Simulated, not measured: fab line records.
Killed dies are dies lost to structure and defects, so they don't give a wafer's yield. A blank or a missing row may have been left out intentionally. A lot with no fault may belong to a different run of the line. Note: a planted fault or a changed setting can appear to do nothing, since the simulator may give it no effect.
Which of the tools did it? | flow berkeley-cmos170 | 42 wafers from 14 lots sampled at 5 of the route's 331 steps

WHAT THE GAUGES SHOWED, per wafer
UCB170_GATE_OVL_MEAS_13. Usual: GATE_OVL gives -3 nm (standard deviation 6.6).
lot  | measured     | on         | GATE_OVL (nm) | flag
L926 | day 8 03:22  | overlay-01 | -8 1 -2       |
L927 | day 8 10:28  | overlay-01 | -5 7 -4       |
L928 | day 8 10:44  | overlay-01 | -11 -12 -4    |
L929 | day 9 00:14  | overlay-02 | -7 -13 -6     |
L930 | day 9 20:47  | overlay-02 | -2 4 2        |
L931 | day 9 21:01  | overlay-01 | -11 -2 -1     |
L933 | day 9 21:08  | overlay-02 | -7 -2 -11     |
L937 | day 10 11:03 | overlay-02 | -5 -8 -4      |
L936 | day 10 11:20 | overlay-01 | 2 -5 1        |
L935 | day 10 11:25 | overlay-02 | -12 -14 -7    |
L944 | day 11 07:45 | overlay-01 | -1 -7 -6      |
L945 | day 11 17:07 | overlay-01 | -12 -15 -16   |
L947 | day 12 02:52 | overlay-02 | -5 -4 -3      |
L949 | day 12 14:51 | overlay-02 | 1 -1 10       |

UCB170_CONTACT_CD_MEAS_90 targets a cd of 700 nm. Usual: cd-nm at 700.1 nm, with a standard deviation of 1.8.
lot  | measured     | on        | cd-nm (nm)        | flag
L926 | day 9 02:15  | cd-sem-02 | 697.7 699.4 700.6 |
L927 | day 9 09:31  | cd-sem-01 | 698.0 700.1 698.0 |
L928 | day 9 10:22  | cd-sem-02 | 700.4 702.1 701.8 |
L929 | day 10 03:07 | cd-sem-02 | 699.2 700.3 700.0 |
L930 | day 10 22:53 | cd-sem-01 | 696.2 695.4 697.3 |
L931 | day 10 22:21 | cd-sem-01 | 700.9 701.3 701.4 |
L933 | day 10 22:38 | cd-sem-02 | 700.4 700.5 700.9 |
L937 | day 11 15:22 | cd-sem-02 | 700.1 701.6 701.1 |
L936 | day 11 15:11 | cd-sem-02 | - - -             | OFF
L935 | day 11 12:02 | cd-sem-01 | - - -             | OFF
L944 | day 12 10:37 | cd-sem-01 | 699.9 703.8 698.8 |
L945 | day 12 13:58 | cd-sem-02 | 699.0 699.9 702.5 |
L947 | day 13 09:58 | cd-sem-01 | 699.6 701.7 700.9 |
L949 | day 13 19:09 | cd-sem-02 | 703.3 701.0 702.3 |

WHICH TOOL RAN EACH LOT (tool, then ch and the chambers of the sampled wafers, then the start)
lot  | UCB170_GATE_ETCH_14                | UCB170_SDANNEAL_RTA_00           | UCB170_CONTACT_CVD_01
L926 | rie-diel-03 ch 0,2, day 8 03:25    | rtp-anneal-02 ch 0, day 8 19:55  | lpcvd-01 ch 1, day 8 21:08
L927 | rie-diel-03 ch 0,2,3, day 8 10:30  | rtp-anneal-01 ch 0, day 9 04:26  | lpcvd-01 ch 1, day 9 05:37
L928 | rie-diel-04 ch 0,1,3, day 8 10:46  | rtp-anneal-02 ch 0, day 9 04:54  | lpcvd-02 ch 1, day 9 06:19
L929 | rie-diel-04 ch 2,3, day 9 00:16    | rtp-anneal-01 ch 0, day 9 18:50  | lpcvd-01 ch 1, day 9 19:59
L930 | rie-diel-02 ch 0,1, day 9 20:50    | rtp-anneal-01 ch 0, day 10 15:28 | lpcvd-01 ch 1, day 10 17:27
L931 | rie-diel-04 ch 0,1,3, day 9 21:02  | rtp-anneal-01 ch 0, day 10 14:33 | lpcvd-02 ch 0, day 10 15:41
L933 | rie-diel-02 ch 0,1, day 9 21:10    | rtp-anneal-02 ch 0, day 10 15:00 | lpcvd-01 ch 1, day 10 17:27
L937 | rie-diel-03 ch 1,3, day 10 11:05   | rtp-anneal-02 ch 0, day 11 06:15 | lpcvd-02 ch 1, day 11 08:26
L936 | rie-diel-04 ch 1,3, day 10 11:22   | rtp-anneal-01 ch 0, day 11 06:16 | lpcvd-02 ch 1, day 11 08:26
L935 | rie-diel-03 ch 2,3, day 10 11:27   | rtp-anneal-01 ch 0, day 11 05:33 | lpcvd-01 ch 0, day 11 07:23
L944 | rie-diel-03 ch 0,3, day 11 07:47   | rtp-anneal-02 ch 0, day 12 03:17 | lpcvd-01 ch 1, day 12 05:02
L945 | rie-diel-04 ch 0,2,3, day 11 17:09 | rtp-anneal-01 ch 0, day 12 06:21 | lpcvd-01 ch 1, day 12 07:43
L947 | rie-diel-03 ch 0,1,3, day 12 02:53 | rtp-anneal-01 ch 0, day 12 23:14 | lpcvd-01 ch 1, day 13 03:31
L949 | rie-diel-04 ch 1,2,3, day 12 14:53 | rtp-anneal-01 ch 0, day 13 11:54 | lpcvd-02 ch 0, day 13 14:47
- UCB170_GATE_ETCH_14: etches BARC in N2/H2.
- UCB170_SDANNEAL_RTA_00: time 10.41 s.
- UCB170_CONTACT_CVD_01: deposits PSG from SiH4/O2/PH3, target thk 700 nm, time 2820 s.

AS READ BY THE TOOLS THEMSELVES (means over the sampled wafers that have a number; for cases with no such wafer, the mark the record gives instead)
UCB170_GATE_ETCH_14. Usual: drypump-motor-current-A 5.6 A, standard deviation 0.41; oes-product-au 1.001 a.u., standard deviation 0.017; throttle-valve-pct 13.34 %, standard deviation 0.19.
lot  | tool        | drypump-motor-current-A (A) | oes-product-au (a.u.) | throttle-valve-pct (%) | flag
L926 | rie-diel-03 | 5.8                         | 0.990                 | 13.31                  |
L927 | rie-diel-03 | 5.6                         | 0.999                 | 13.39                  |
L928 | rie-diel-04 | 5.6                         | 1.003                 | 13.22                  |
L929 | rie-diel-04 | 6.0                         | 0.998                 | 13.22                  |
L930 | rie-diel-02 | 5.6                         | 0.988                 | 13.31                  |
L931 | rie-diel-04 | 5.6                         | 1.010                 | 13.22                  |
L933 | rie-diel-02 | 5.7                         | 0.989                 | 13.32                  |
L937 | rie-diel-03 | 6.0                         | 1.002                 | 13.16                  |
L936 | rie-diel-04 | 5.5                         | 1.020                 | 13.23                  |
L935 | rie-diel-03 | 5.5                         | 1.003                 | 13.55                  |
L944 | rie-diel-03 | 5.8                         | 0.989                 | 13.23                  |
L945 | rie-diel-04 | 5.6                         | 0.993                 | 13.31                  |
L947 | rie-diel-03 | 5.9                         | 0.995                 | 13.19                  |
L949 | rie-diel-04 | 5.5                         | 1.000                 | 13.31                  |

UCB170_SDANNEAL_RTA_00. Usual: lamp-power-pct 23.8 %, standard deviation 0.78; wafer_temp_C_max 903.9, standard deviation 1.1.
lot  | tool          | lamp-power-pct (%) | wafer_temp_C_max | flag
L926 | rtp-anneal-02 | 24.7               | 905.0            |
L927 | rtp-anneal-01 | 23.1               | 903.5            |
L928 | rtp-anneal-02 | 24.7               | 905.2            |
L929 | rtp-anneal-01 | 23.1               | 902.6            |
L930 | rtp-anneal-01 | 23.1               | 903.6            |
L931 | rtp-anneal-01 | 23.1               | 903.3            |
L933 | rtp-anneal-02 | 24.7               | 905.4            |
L937 | rtp-anneal-02 | 24.7               | 905.0            |
L936 | rtp-anneal-01 | 23.1               | 903.1            |
L935 | rtp-anneal-01 | 23.1               | 903.5            |
L944 | rtp-anneal-02 | 24.7               | 905.1            |
L945 | rtp-anneal-01 | 23.1               | 902.9            |
L947 | rtp-anneal-01 | 23.1               | 903.1            |
L949 | rtp-anneal-01 | 23.1               | 903.0            |

UCB170_CONTACT_CVD_01. Usual: o2-flow-sccm 89.94 sccm, standard deviation 0.26; ph3-flow-sccm 25.00 sccm, standard deviation 0.074; zone-power-centre-pct 18.9 %, standard deviation 1.7.
lot  | tool     | o2-flow-sccm (sccm) | ph3-flow-sccm (sccm) | zone-power-centre-pct (%) | flag
L926 | lpcvd-01 | 89.89               | 24.97                | 19.7                      |
L927 | lpcvd-01 | 89.89               | 25.09                | 19.7                      |
L928 | lpcvd-02 | 90.03               | 25.02                | 20.1                      |
L929 | lpcvd-01 | 89.65               | 25.00                | 19.3                      |
L930 | lpcvd-01 | 90.56               | 24.99                | 19.5                      |
L931 | lpcvd-02 | 90.22               | 25.10                | 16.0                      |
L933 | lpcvd-01 | 89.96               | 25.02                | 19.6                      |
L937 | lpcvd-02 | 89.98               | 25.03                | 20.2                      |
L936 | lpcvd-02 | -                   | -                    | -                         | OFF
L935 | lpcvd-01 | -                   | -                    | -                         | OFF
L944 | lpcvd-01 | 89.82               | 24.97                | 19.4                      |
L945 | lpcvd-01 | 89.75               | 24.96                | 19.4                      |
L947 | lpcvd-01 | 90.39               | 24.96                | 19.7                      |
L949 | lpcvd-02 | 89.78               | 24.97                | 16.0                      |

THE ANSWER, worked out from the rows above alone
Rule: a lot is off if the mean of its wafers that have a number lies more than 3 standard deviations from the usual mean. Also off: a lot with no number at a reading for which 4 or more lots have one. Any other lot the step has rows for is counted as sound. After the gauges, taken in route order, come the tools' own readings; for these a lot's mean is taken, as printed above. The first step at which some lot is off is used, and at that step the reading that is off furthest; a lot without a number counts as furthest.
Off, at UCB170_CONTACT_CD_MEAS_90 on cd-nm: L936, L935. Without a number there: L936, L935.
A tool fits if, at a process step before that reading, it ran every lot that is off, and no sound lot after the first of them. The gauges at UCB170_CONTACT_CD_MEAS_90 aren't tried: what is off there is off at UCB170_CONTACT_CVD_01 too, on other tools, and a gauge's error can't cause that. Of those tried, none fits.

WHAT HAD BEEN PUT IN BY THE SIMULATOR
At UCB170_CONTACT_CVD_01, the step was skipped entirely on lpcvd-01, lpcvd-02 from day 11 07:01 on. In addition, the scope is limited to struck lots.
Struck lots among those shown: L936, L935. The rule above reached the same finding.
